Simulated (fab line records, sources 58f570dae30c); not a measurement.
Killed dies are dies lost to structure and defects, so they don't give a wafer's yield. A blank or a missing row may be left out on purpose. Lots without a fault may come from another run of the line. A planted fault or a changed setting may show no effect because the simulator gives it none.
Split-lot experiment | flow berkeley_cmos170 | 5 lots, 23 wafers read, on a route of 331 steps

THE SPLIT
At UCB170_V2_ETCH_14 (etches SiO2 in CHF3/CF4/Ar, stops on Al, target depth 1250 nm, time 291 s), the setting time_s was moved away from the recipe's 291 s on 10 of the 23 wafers read, by -7.8% to +5.4%. The other wafers ran this setting at the recipe's value.

The reading is taken at the split's own step.

THE READING
KrF_of_V2_COAT_07.thk_nm (the simulator's own value, which no gauge read), in nm, at UCB170_V2_ETCH_14 (etches SiO2 in CHF3/CF4/Ar, stops on Al, target depth 1250 nm, time 291 s). The file gives no usual value for it. The 13 wafers here that ran the recipe average 610.8 nm, standard deviation 4.2 nm.

wafer  | tool, chamber at the split | time_s as run, s | against the recipe | KrF_of_V2_COAT_07.thk_nm, nm | against lot-mates on the recipe
L077.1 | rie_diel-03, 3             | 291              | recipe             | 601.7                        | -
L077.2 | rie_diel-03, 0             | 268.4            | -7.8%              | 630.8                        | +26.9
L077.4 | rie_diel-03, 0             | 268.4            | -7.8%              | 630.3                        | +26.4
L077.5 | rie_diel-03, 3             | 291              | recipe             | 606.1                        | -
L077.6 | rie_diel-03, 2             | 268.4            | -7.8%              | 625.7                        | +21.8
L075.1 | rie_diel-02, 3             | 291              | recipe             | 613.2                        | -
L075.3 | rie_diel-02, 0             | 291              | recipe             | 611.1                        | -
L075.6 | rie_diel-02, 2             | 291              | recipe             | 614.4                        | -
L082.1 | rie_diel-01, 3             | 274.3            | -5.7%              | 632.3                        | +20.7
L082.2 | rie_diel-01, 0             | 291              | recipe             | 613.1                        | -
L082.3 | rie_diel-01, 1             | 291              | recipe             | 610.6                        | -
L082.5 | rie_diel-01, 2             | 274.3            | -5.7%              | 622.4                        | +10.8
L082.6 | rie_diel-01, 1             | 291              | recipe             | 611                          | -
L080.1 | rie_diel-01, 1             | 291              | recipe             | 614.8                        | -
L080.3 | rie_diel-01, 0             | 291              | recipe             | 613.6                        | -
L080.4 | rie_diel-01, 2             | 291              | recipe             | 603.4                        | -
L080.5 | rie_diel-01, 0             | 269.1            | -7.5%              | 637.5                        | +26.9
L080.6 | rie_diel-01, 3             | 269.1            | -7.5%              | 634.9                        | +24.3
L084.1 | rie_diel-01, 3             | 291              | recipe             | 613.9                        | -
L084.2 | rie_diel-01, 1             | 306.7            | +5.4%              | 599.5                        | -14.3
L084.4 | rie_diel-01, 2             | 306.7            | +5.4%              | 593.5                        | -20.3
L084.5 | rie_diel-01, 0             | 291              | recipe             | 613.7                        | -
L084.6 | rie_diel-01, 1             | 306.7            | +5.4%              | 599.4                        | -14.4

THE FIT
A straight line over all 23 wafers: KrF_of_V2_COAT_07.thk_nm changes by -2.68 nm for each +1% of time_s; r = -0.94; the points scatter about the line by 4.3 nm.
The same after taking each lot's own level away (the mean of its wafers on the recipe; 23 wafers): -3.15 nm for each +1%; r = -0.97; scatter 3.2 nm.
On that fit, the largest move of time_s shifts the reading by 24 nm.
The lots' own levels span 603.90 to 613.80 nm, that is 2.4 times the standard deviation above.
So the lot-to-lot level changes the slope: the two fits differ.
Check: with one of the wafers moved furthest among these (-7.8%) left out of the fit, the line predicts +24.2 nm for it against its lot-mates. It came out at +26.9 nm against them.

OTHER SPLITS ON THESE WAFERS
These wafers also went through other splits before the reading. Each is held against what the fit with the lots' levels taken away leaves over:
other split on the same wafers | wafers away from the commonest value | r with KrF_of_V2_COAT_07.thk_nm (lot level and that fit taken away)
UCB170_V2_EXPOSE_09 dose_mj    | 7                                    | -0.04

THE WHOLE CHAIN: every reading that the file lists as answering this split, in the file's order
step               | what it does                                                              | reading                                                                   | change (the file's fit)              | r (the file's)
UCB170_V2_ETCH_14  | etches SiO2 in CHF3/CF4/Ar, stops on Al, target depth 1250 nm, time 291 s | KrF_of_V2_COAT_07.thk_nm (the simulator's own value, which no gauge read) | -3.16 nm for each +1% of the setting | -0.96
UCB170_V2_STRIP_15 | strips in O2                                                              | strip_time_to_endpoint_s                                                  | withheld for each +1% of the setting | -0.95

THE FILE'S OWN FIT
KrF_of_V2_COAT_07.thk_nm changes by -3.16 nm for each +1% of time_s, r = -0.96.
